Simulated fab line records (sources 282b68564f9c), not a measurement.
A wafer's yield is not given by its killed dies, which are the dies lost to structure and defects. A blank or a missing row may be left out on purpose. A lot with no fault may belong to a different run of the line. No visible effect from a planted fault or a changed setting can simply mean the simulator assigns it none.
Which tool was responsible? + flow rit-cmos + 14 lots (42 wafers sampled), 1 step of a 202-step route

== WHAT THE GAUGES SHOWED, per wafer ==
Not one reading of a measure or inspect step in the record can be checked against a usual standard deviation.

== WHICH TOOL RAN EACH LOT (tool, then ch and the chambers of the sampled wafers, then the start) ==
| lot  | RIT_NWELL_DEVELOP_05             |
|------|----------------------------------|
| L622 | litho-track-04 ch 0, day 1 22:00 |
| L625 | litho-track-02 ch 0, day 2 16:00 |
| L626 | litho-track-01 ch 0, day 2 23:00 |
| L628 | litho-track-04 ch 0, day 3 06:00 |
| L630 | litho-track-02 ch 0, day 3 13:00 |
| L632 | litho-track-04 ch 0, day 3 22:00 |
| L633 | litho-track-02, day 4 03:00      |
| L634 | litho-track-01, day 4 09:00      |
| L639 | litho-track-04 ch 0, day 5 09:00 |
| L640 | litho-track-01 ch 0, day 5 15:00 |
| L641 | litho-track-04 ch 0, day 5 19:00 |
| L642 | litho-track-02 ch 0, day 6 01:00 |
| L643 | litho-track-04 ch 0, day 6 05:00 |
| L644 | litho-track-02 ch 0, day 6 11:00 |
- RIT_NWELL_DEVELOP_05: develop time 68 s.

== WHAT THE TOOLS THEMSELVES READ (means of the sampled wafers that have a number; where no wafer has one, the mark that the record gives instead) ==
RIT_NWELL_DEVELOP_05. Usual: chill-plate-temp-C reads 23.04 C (standard deviation 0.11).
| lot  | tool           | chill-plate-temp-C (C) | flag |
|------|----------------|------------------------|------|
| L622 | litho-track-04 | 23.22                  |      |
| L625 | litho-track-02 | 23.08                  |      |
| L626 | litho-track-01 | 22.91                  |      |
| L628 | litho-track-04 | 23.09                  |      |
| L630 | litho-track-02 | 22.98                  |      |
| L632 | litho-track-04 | 23.11                  |      |
| L633 | litho-track-02 | -                      | OFF  |
| L634 | litho-track-01 | -                      | OFF  |
| L639 | litho-track-04 | 23.13                  |      |
| L640 | litho-track-01 | 23.13                  |      |
| L641 | litho-track-04 | 23.10                  |      |
| L642 | litho-track-02 | 22.98                  |      |
| L643 | litho-track-04 | 23.02                  |      |
| L644 | litho-track-02 | 23.09                  |      |

== THE ANSWER, worked out from the rows above alone ==
Rule: a lot counts as off when the mean over its wafers that have a number is more than 3 standard deviations away from the usual mean. Also off: a lot with no number at a reading for which 4 or more lots have one. All remaining lots with rows at the step are treated as sound. First the gauges in route order, then the tools' own readings, where a lot's mean is used as printed above. The first step at which some lot is off is used, and at that step the reading that is off furthest; a lot without a number counts as furthest.
Off: L633, L634 (RIT_NWELL_DEVELOP_05, chill-plate-temp-C). Without a number there: L633, L634.
If a tool, at that step or one of the process steps before it, ran each lot that is off and ran no sound lot following the first of them, it fits. Of those tried, none fits.

== WHAT WAS PUT IN BY THE SIMULATOR ==
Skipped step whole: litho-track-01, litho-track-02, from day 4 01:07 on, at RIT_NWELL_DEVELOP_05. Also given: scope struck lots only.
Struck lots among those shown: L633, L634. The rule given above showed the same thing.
